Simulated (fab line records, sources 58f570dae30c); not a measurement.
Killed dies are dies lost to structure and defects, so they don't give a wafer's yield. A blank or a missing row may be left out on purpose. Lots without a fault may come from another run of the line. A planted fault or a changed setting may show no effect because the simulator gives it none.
Chamber matching | flow berkeley_cmos170 | UCB170_M2_ETCH_17 on rie_diel-01: 4 sister chambers
The step etches BARC in N2/H2. 8 wafers are shown with their chamber, then 7 later ones without.

WAFERS WITH THEIR CHAMBER
wafer  | chamber | throttle_valve_pct (%) | drypump_motor_current_A (A)
L951.5 | 1       | 13.71                  | 5.5
L955.3 | 2       | 13.42                  | 5.0
L957.5 | 3       | 13.18                  | 5.0
L967.3 | 0       | 13.14                  | 5.2
L967.4 | 2       | 13.41                  | 5.0
L967.6 | 1       | 13.71                  | 5.4
L966.1 | 3       | 13.19                  | 5.0
L966.3 | 0       | 13.10                  | 5.2

WAFERS WITHOUT THEIR CHAMBER
wafer  | throttle_valve_pct (%) | drypump_motor_current_A (A)
L966.5 | 13.70                  | 5.5
L971.3 | 13.70                  | 5.5
L971.5 | 13.11                  | 5.2
L971.6 | 13.68                  | 5.4
L970.2 | 13.71                  | 5.5
L970.3 | 13.18                  | 5.1
L970.4 | 13.11                  | 5.2

WHICH CHAMBER EACH WENT THROUGH
wafer  | from the rows above | in truth
L966.5 | 1                   | 1
L971.3 | 1                   | 1
L971.5 | 0                   | 0
L971.6 | 1                   | 1
L970.2 | 1                   | 1
L970.3 | 3                   | 3
L970.4 | 0                   | 0
Placed correctly: 7 of 7. Can't be placed from these rows: 0. Placed wrongly: 0.
How it was worked out, from the rows above alone: a wafer's distance from a chamber is the root of the sum, over the readings, of the square of ((its reading less the chamber's mean) divided by the reading's scatter). The wafer belongs to the nearest chamber; if the next one is less than 2 further off, it can't be placed. A chamber's mean is the mean of its shown wafers. The scatter: the root of (the sum of the squares of (reading less its chamber's mean) over the shown wafers, divided by (wafers less chambers)).
